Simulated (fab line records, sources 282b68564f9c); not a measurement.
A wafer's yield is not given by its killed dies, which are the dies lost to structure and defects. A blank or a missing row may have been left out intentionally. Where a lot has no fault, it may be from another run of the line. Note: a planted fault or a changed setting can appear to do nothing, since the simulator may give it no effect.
fab line records | flow rit_cmos
record lots=6 | wafers=18 | last_day=7
route steps=202 shown GATE@83 M1@202
lots untouched by any fault: they come from a run of this same line in which no faults occurred
start_h: the number of hours between the record's first day and the start of the first shown wafer of the lot | wait_h: hours elapsed since this lot's preceding step | " unchanged from the row above | L1.1+2: several wafers, shown together as one row | - value missing, or start not given | * or withheld: withheld | < > ~ a bound
route shown NAME@n: names a module that has steps shown in the file, with the first one's number in the route | usual: mean/standard deviation of fault-free wafers | same: alike in all rows | chamber/n: place in a boat | sites: each site's reading | _std_site: their standard deviation | _edge_site: inner sites' mean taken away from outer sites' mean | radius_mm: for every site, how far away it sits from the centre of the wafer | mask NAME#n: copy n | behind: the tool/chamber that last shaped the wafer | hold: why the lot went on hold/how many hours it stayed there/how the hold came to an end | device: which transistor (n, p or np) failed to switch | end of line: the tests these same wafers got at the end of their route | step lacking rows: just its recipe | killed: the dies lost at the first sort to structure and to defects; this is not the yield of the wafer | map: the dies of a wafer, with x for killed, . for not killed, _ for no die there
set.NAME: the setting that was run; set.NAME@STEP: the one run at that earlier step | model.NAME: the simulator's own value behind a step, which no gauge read
certain route steps with their lots: each step a table, each wafer a row
services: when a tool's chamber went out of use (start_h, in hours from the record's first day, below 0 if earlier), for how many hours, and the reason
## steps
# step RIT_GATE_THK_MEAS_07
# recipe reads=SiO2_of_GATE_OXIDATION_05
# usual GATE_OXIDE_THK=3.01/0.067
lot.wafer | tool          | chamber | start_h | wait_h | GATE_OXIDE_THK[nm]
L634.1    | film_metro-01 | -       | 36.17   | 0.0    | 2.95
L634.4    | "             | -       | "       | "      | 2.94
L634.5    | "             | -       | "       | "      | 2.94
L646.3    | film_metro-03 | -       | 94.96   | 0.0    | 2.86
L646.4    | "             | -       | "       | "      | 2.90
L646.5    | "             | -       | "       | "      | 2.93
L652.1    | film_metro-04 | -       | 125.79  | 0.0    | 3.06
L652.4    | "             | -       | "       | "      | 3.03
L652.6    | "             | -       | "       | "      | 2.99
L654.1    | film_metro-01 | -       | 133.32  | 0.0    | 3.00
L654.2    | "             | -       | "       | "      | 2.95
L654.4    | "             | -       | "       | "      | 2.95
L655.1    | film_metro-03 | -       | 140.21  | 0.0    | 2.96
L655.2    | "             | -       | "       | "      | 2.99
L655.3    | "             | -       | "       | "      | 2.99
L657.1    | film_metro-01 | -       | 149.03  | 0.0    | 3.00
L657.5    | "             | -       | "       | "      | 3.01
L657.6    | "             | -       | "       | "      | 3.01
# step RIT_GATE_CVD_08
# recipe material=poly-Si | target_thk_nm=250 | temp_c=610 | precursor=SiH4 | time_s=2220 | pressure_mtorr=300 | sih4_flow_sccm=100
# step RIT_GATE_THK_MEAS_09
# recipe reads=poly-Si_of_GATE_CVD_08
# usual GATE_POLY_THK=250.0/2.9
lot.wafer | tool          | chamber | start_h | wait_h | GATE_POLY_THK[nm]
L634.1    | film_metro-01 | -       | 37.84   | 0.0    | 243.2
L634.4    | "             | -       | "       | "      | 243.0
L634.5    | "             | -       | "       | "      | 242.3
L646.3    | film_metro-03 | -       | 96.64   | 0.0    | 247.9
L646.4    | "             | -       | "       | "      | 248.9
L646.5    | "             | -       | "       | "      | 247.8
L652.1    | film_metro-01 | -       | 127.46  | 0.0    | 253.4
L652.4    | "             | -       | "       | "      | 249.0
L652.6    | "             | -       | "       | "      | 251.8
L654.1    | film_metro-01 | -       | 135.15  | 0.0    | 251.2
L654.2    | "             | -       | "       | "      | 252.2
L654.4    | "             | -       | "       | "      | 253.1
L655.1    | film_metro-03 | -       | 141.89  | 0.0    | 249.3
L655.2    | "             | -       | "       | "      | 250.5
L655.3    | "             | -       | "       | "      | 250.4
L657.1    | film_metro-03 | -       | 150.71  | 0.0    | 249.4
L657.5    | "             | -       | "       | "      | 248.6
L657.6    | "             | -       | "       | "      | 249.7
# step RIT_GATE_HMDS_10
# recipe prime_time_s=60 | prime_temp_c=140
# step RIT_GATE_COAT_11
# recipe resist=NOVOLAK | spin_rpm=4250 | resist_thk_nm=857.1
# step RIT_GATE_SOFTBAKE_12
# recipe resist=NOVOLAK | temp_c=90 | time_s=60
# step RIT_GATE_EXPOSE_13
# recipe mask_id=M6 | na=0.6 | source_shape=conventional | sigma_outer=0.6 | target_cd_nm=150 | dose_mj=380
# step RIT_GATE_PEB_14
# recipe resist=NOVOLAK | temp_c=withheld | time_s=withheld
# step RIT_GATE_DEVELOP_15
# recipe resist=NOVOLAK | develop_time_s=50 | dev_temp_c=23
# step RIT_GATE_CD_MEAS_16
# recipe target_cd_nm=150
# usual cd_nm=148.7/2.7
lot.wafer | tool      | chamber | start_h | wait_h | cd_nm
L634.1    | cd_sem-02 | -       | 38.75   | -      | 148.7
L634.4    | "         | -       | "       | "      | 147.5
L634.5    | "         | -       | "       | "      | 146.4
L646.3    | cd_sem-02 | -       | 97.70   | -      | 147.0
L646.4    | "         | -       | "       | "      | 147.0
L646.5    | "         | -       | "       | "      | 146.7
L652.1    | cd_sem-02 | -       | 128.37  | -      | 152.3
L652.4    | "         | -       | "       | "      | 151.7
L652.6    | "         | -       | "       | "      | 151.4
L654.1    | cd_sem-02 | -       | 136.06  | -      | 150.8
L654.2    | "         | -       | "       | "      | 150.5
L654.4    | "         | -       | "       | "      | 148.4
L655.1    | cd_sem-01 | -       | 142.98  | -      | 152.0
L655.2    | "         | -       | "       | "      | 149.4
L655.3    | "         | -       | "       | "      | 151.2
L657.1    | cd_sem-01 | -       | 151.62  | -      | 151.9
L657.5    | "         | -       | "       | "      | 149.0
L657.6    | "         | -       | "       | "      | 148.6
# step RIT_GATE_OVL_MEAS_17
# usual GATE_OVL=0.2/1.5
lot.wafer | tool       | chamber | start_h | wait_h | GATE_OVL[nm]
L634.1    | overlay-01 | -       | 38.87   | 0.1    | 1.2
L634.4    | "          | -       | "       | "      | 4.2
L634.5    | "          | -       | "       | "      | 2.2
L646.3    | overlay-01 | -       | 97.79   | 0.1    | 0.1
L646.4    | "          | -       | "       | "      | -3.1
L646.5    | "          | -       | "       | "      | -1.3
L652.1    | overlay-02 | -       | 128.49  | 0.1    | -0.1
L652.4    | "          | -       | "       | "      | 0.2
L652.6    | "          | -       | "       | "      | 0.0
L654.1    | overlay-02 | -       | 136.18  | 0.1    | -0.6
L654.2    | "          | -       | "       | "      | -1.8
L654.4    | "          | -       | "       | "      | -3.2
L655.1    | overlay-02 | -       | 143.10  | 0.1    | -0.1
L655.2    | "          | -       | "       | "      | -1.3
L655.3    | "          | -       | "       | "      | -0.7
L657.1    | overlay-01 | -       | 151.74  | 0.1    | -1.0
L657.5    | "          | -       | "       | "      | 0.4
L657.6    | "          | -       | "       | "      | 0.0
# step RIT_GATE_HARDBAKE_18
# recipe resist=NOVOLAK | temp_c=140 | time_s=60
# step RIT_GATE_ETCH_19
# recipe chemistry=SF6/CHF3/O2 | time_s=165 | SF6_flow_sccm=30 | CHF3_flow_sccm=30 | O2_flow_sccm=5 | target=poly-Si | pressure_mtorr=40 | rf_w=160 | target_depth_a=3125 | over_etch_frac=0.25 | stop_on=SiO2
# usual SF6_flow_sccm=30.00/0.099 | drypump_motor_current_A=5.9/0.37 | oes_product_au=0.845/0.015 | rf_fwd_power_W=159.4/0.47 | throttle_valve_pct=10.37/0.11
lot.wafer | tool      | chamber | start_h | wait_h | SF6_flow_sccm | drypump_motor_current_A | oes_product_au | rf_fwd_power_W | rf_hours_counter_h | throttle_valve_pct | model.NOVOLAK_of_GATE_COAT_11.thk_nm
L634.1    | rie_si-02 | 3       | 39.06   | 0.1    | 30.02         | 5.8                     | 0.811          | 159.7          | 77                 | 10.25              | 677.3
L634.4    | "         | 1       | "       | "      | 30.06         | 6.1                     | 0.853          | 159.7          | 147                | 10.27              | 679.1
L634.5    | "         | 1       | "       | "      | 30.22         | 6.1                     | 0.850          | 159.1          | -                  | 10.26              | 680.5
L646.3    | rie_si-02 | 3       | 98.07   | 0.1    | 29.95         | 5.8                     | 0.818          | 159.2          | 78                 | 10.26              | 676.8
L646.4    | "         | 1       | "       | "      | 29.97         | 6.1                     | 0.860          | 158.9          | 147                | 10.27              | 681.6
L646.5    | "         | 2       | "       | "      | 30.01         | 6.5                     | 0.824          | 158.5          | -                  | 10.45              | 675.7
L652.1    | rie_si-02 | 3       | 128.68  | 0.1    | 30.06         | 5.8                     | 0.835          | 159.2          | 78                 | 10.25              | 674
L652.4    | "         | 0       | "       | "      | 30.00         | 5.7                     | 0.854          | 159.3          | -                  | 10.33              | 664.9
L652.6    | "         | 2       | "       | "      | 29.85         | 6.5                     | 0.835          | 159.4          | -                  | 10.44              | 675.9
L654.1    | rie_si-02 | 2       | 136.57  | 0.1    | 29.95         | 6.5                     | 0.831          | 159.1          | 74                 | 10.45              | 679.3
L654.2    | "         | 0       | "       | "      | 30.05         | 5.7                     | 0.859          | 159.5          | 1                  | 10.32              | 667.7
L654.4    | "         | 3       | "       | "      | 30.13         | 5.8                     | 0.835          | 159.5          | -                  | 10.25              | 680.2
L655.1    | rie_si-01 | 3       | 143.29  | 0.1    | 29.97         | 5.1                     | 0.846          | 159.8          | 49                 | 10.41              | 679.2
L655.2    | "         | 2       | "       | "      | 29.87         | 5.8                     | 0.840          | 159.2          | 71                 | 10.56              | 673.8
L655.3    | "         | 0       | "       | "      | 30.10         | 6.1                     | 0.859          | 158.9          | 28                 | 10.22              | 675.2
L657.1    | rie_si-01 | 0       | 151.92  | 0.1    | 30.12         | 6.1                     | 0.854          | 158.8          | 28                 | 10.24              | 676
L657.5    | "         | 1       | "       | "      | 30.23         | 5.8                     | 0.838          | 159.6          | -                  | 10.46              | 680.7
L657.6    | "         | 0       | "       | "      | 29.98         | 6.1                     | 0.852          | 159.1          | -                  | 10.24              | 676.4
# step RIT_GATE_STRIP_20
# recipe chemistry=O2 | time_s=180 | resist=NOVOLAK | platen_temp_c=withheld | power_w=500 | pressure_mtorr=4000 | o2_flow_sccm=4000
# usual drypump_motor_current_A=5.5/0.4
lot.wafer | tool            | chamber | start_h | wait_h | drypump_motor_current_A | rf_hours_counter_h
L634.1    | plasma_asher-03 | 1       | 39.17   | 0.1    | 5.0                     | 24
L634.4    | "               | 1       | "       | "      | 5.0                     | -
L634.5    | "               | 0       | "       | "      | 6.1                     | -
L646.3    | plasma_asher-03 | 1       | 98.23   | 0.1    | 5.0                     | -
L646.4    | "               | 0       | "       | "      | 6.1                     | -
L646.5    | "               | 0       | "       | "      | 6.1                     | -
L652.1    | plasma_asher-03 | 0       | 128.79  | 0.1    | 6.1                     | 34
L652.4    | "               | 0       | "       | "      | 6.1                     | -
L652.6    | "               | 0       | "       | "      | 6.1                     | -
L654.1    | plasma_asher-03 | 0       | 136.68  | 0.1    | 6.0                     | 35
L654.2    | "               | 1       | "       | "      | 5.1                     | 35
L654.4    | "               | 0       | "       | "      | 6.0                     | -
L655.1    | plasma_asher-04 | 0       | 143.39  | 0.1    | 5.6                     | 2
L655.2    | "               | 1       | "       | "      | 5.3                     | 2
L655.3    | "               | 0       | "       | "      | 5.6                     | -
L657.1    | plasma_asher-04 | 0       | 152.03  | 0.1    | 5.7                     | 3
L657.5    | "               | 0       | "       | "      | 5.7                     | -
L657.6    | "               | 1       | "       | "      | 5.3                     | -
# step RIT_M1_PROBE_99
# usual killed_at_contacts=0.1/0.29 | killed_at_front_end=6/3 | killed_dies=7/3.1 | killed_on_rim=1.8/1.5 | killed_open=3.2/1.9 | killed_short=3.3/1.9
# same gross_dies=264 | killed_at_M0_to_M3=0 | killed_at_M4_up=0 | killed_at_back_side=0 | killed_at_other=0
lot.wafer | tool      | chamber | start_h | wait_h | killed_at_contacts | killed_at_front_end | killed_dies | killed_on_rim | killed_open | killed_short
L634.1    | prober-01 | -       | 60.94   | 0.1    | 0                  | 11                  | 11          | 0             | 7           | 4
L634.4    | prober-01 | -       | 61.09   | 0.2    | 1                  | 5                   | 6           | 2             | 3           | 3
L634.5    | prober-01 | -       | 61.14   | 0.2    | 0                  | 3                   | 3           | 0             | 2           | 1
L646.3    | prober-02 | -       | 120.17  | 0.2    | 0                  | 11                  | 11          | 2             | 7           | 4
L646.4    | prober-02 | -       | 120.22  | 0.2    | 0                  | 8                   | 8           | 0             | 5           | 3
L646.5    | prober-02 | -       | 120.27  | 0.2    | 0                  | 10                  | 10          | 4             | 4           | 6
L652.1    | prober-02 | -       | 148.48  | 0.1    | 0                  | 6                   | 6           | 4             | 4           | 2
L652.4    | prober-02 | -       | 148.63  | 0.2    | 0                  | 5                   | 5           | 2             | 1           | 4
L652.6    | prober-02 | -       | 148.73  | 0.2    | 0                  | 4                   | 4           | 2             | 3           | 1
L654.1    | prober-02 | -       | 157.78  | 0.1    | 0                  | 9                   | 9           | 5             | 6           | 3
L654.2    | prober-02 | -       | 157.83  | 0.1    | 0                  | 8                   | 8           | 2             | 3           | 5
L654.4    | prober-02 | -       | 157.93  | 0.2    | 0                  | 5                   | 5           | 1             | 4           | 1
L655.1    | prober-01 | -       | 162.83  | 0.1    | 0                  | 7                   | 7           | 5             | 3           | 4
L655.2    | prober-01 | -       | 162.88  | 0.1    | 0                  | 5                   | 5           | 1             | 4           | 1
L655.3    | prober-01 | -       | 162.93  | 0.2    | 0                  | 6                   | 6           | 1             | 3           | 3
L657.1    | prober-02 | -       | 172.12  | 0.1    | 1                  | 7                   | 8           | 2             | 2           | 6
L657.5    | prober-02 | -       | 172.32  | 0.2    | 0                  | 8                   | 8           | 1             | 3           | 5
L657.6    | prober-02 | -       | 172.37  | 0.2    | 0                  | 11                  | 11          | 3             | 7           | 4
# killed by level:class
L634.1 FOX1:geometric_particle:open=2 FOX2:geometric_particle:open=2 GATE:geometric_particle:open=2 FOX1:geometric_particle:short=1 GATE:geometric_particle:short=1 REOX:geometric_particle:short=1 SPACER:geometric_particle:open=1 SILICIDE:geometric_particle:short=1
L634.4 GATE:geometric_particle:short=2 SILICIDE:geometric_particle:open=2 SILICIDE:geometric_particle:short=1 CONTACT:geometric_particle:open=1
L634.5 GATE:geometric_particle:open=2 GATE:geometric_particle:short=1
L646.3 FOX2:geometric_particle:open=3 FOX1:geometric_particle:short=2 FOX1:geometric_particle:open=2 FOX2:geometric_particle:short=1 SPACER:geometric_particle:open=1 SILICIDE:geometric_particle:open=1 SILICIDE:geometric_particle:short=1
L646.4 FOX1:geometric_particle:open=2 GATE:geometric_particle:short=2 GATE:geometric_particle:open=2 FOX2:geometric_particle:short=1 SILICIDE:geometric_particle:open=1
L646.5 FOX1:geometric_particle:short=2 GATE:geometric_particle:open=2 SILICIDE:geometric_particle:short=2 FOX1:geometric_particle:open=1 FOX2:geometric_particle:open=1 GATE:geometric_particle:short=1 REOX:geometric_particle:short=1
L652.1 GATE:geometric_particle:short=1 GATE:geometric_particle:open=1 REOX:geometric_particle:open=1 SPACER:geometric_particle:open=1 SPACER:geometric_particle:short=1 SILICIDE:geometric_particle:open=1
L652.4 GATE:geometric_particle:short=3 REOX:geometric_particle:short=1 SILICIDE:geometric_particle:open=1
L652.6 GATE:geometric_particle:open=3 REOX:geometric_particle:short=1
L654.1 GATE:geometric_particle:short=3 SPACER:geometric_particle:open=2 SILICIDE:geometric_particle:open=2 GATE:geometric_particle:open=1 REOX:geometric_particle:open=1
L654.2 FOX1:geometric_particle:short=2 FOX1:geometric_particle:open=2 GATE:geometric_particle:short=2 GATE:geometric_particle:open=1 REOX:geometric_particle:short=1
L654.4 FOX1:geometric_particle:open=1 FOX2:geometric_particle:open=1 GATE:geometric_particle:short=1 GATE:geometric_particle:open=1 SILICIDE:geometric_particle:open=1
L655.1 SILICIDE:geometric_particle:open=2 ACTIVE:geometric_particle:short=1 GATE:geometric_particle:short=1 REOX:geometric_particle:short=1 SPACER:geometric_particle:open=1 SILICIDE:geometric_particle:short=1
L655.2 GATE:geometric_particle:open=3 GATE:geometric_particle:short=1 REOX:geometric_particle:open=1
L655.3 SPACER:geometric_particle:short=2 FOX2:geometric_particle:open=1 FOX2:geometric_particle:short=1 GATE:geometric_particle:open=1 SPACER:geometric_particle:open=1
L657.1 GATE:geometric_particle:short=2 FOX2:geometric_particle:short=1 GATE:geometric_particle:open=1 REOX:geometric_particle:short=1 SILICIDE:geometric_particle:open=1 SILICIDE:geometric_particle:short=1 CONTACT:geometric_particle:short=1
L657.5 GATE:geometric_particle:open=3 REOX:geometric_particle:short=2 SPACER:geometric_particle:short=2 FOX1:geometric_particle:short=1
L657.6 GATE:geometric_particle:open=3 REOX:geometric_particle:open=2 REOX:geometric_particle:short=2 SPACER:geometric_particle:short=2 FOX2:geometric_particle:open=1 SPACER:geometric_particle:open=1
## services
tool            | chamber | start_h | hours | kind
rie_si-02       | -       | 49.39   | 0.2   | repair
plasma_asher-04 | -       | 108.75  | 9.0   | pm
plasma_asher-04 | 0       | 108.75  | 9.0   | vent_cycle
plasma_asher-04 | 1       | 108.75  | 9.0   | vent_cycle
plasma_asher-04 | 0       | 117.75  | -     | clean
plasma_asher-04 | 1       | 117.75  | -     | clean
rie_si-02       | 1       | 124.67  | -     | clean
rie_si-02       | 1       | 124.67  | 19.3  | scheduled_down
rie_si-02       | 1       | 124.67  | 19.3  | vent_cycle
## key
first_sign none at tools or gauges
model_effect step=RIT_GATE_ETCH_19 | value=NOVOLAK_of_GATE_COAT_11.thk_nm | without=673.6 | struck=666.3
met_at RIT_GATE_ETCH_19
struck_wafers L652.4,L654.2
tester_left_out L652,L654
fault kind=process_parameter_drift | tool=rie_si-02 | chamber=0 | onset_h=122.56 | steps=RIT_GATE_ETCH_19 | channel=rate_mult | offset=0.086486 | shape=step | end_h=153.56
# tester_left_out: of these lots the tester's yield and bins aren't shown, on N5 and GAA mostly nor the transistor test; their killed dies are dies lost to structure and defects alone, not to doping, threshold or leakage, so they don't give the yield
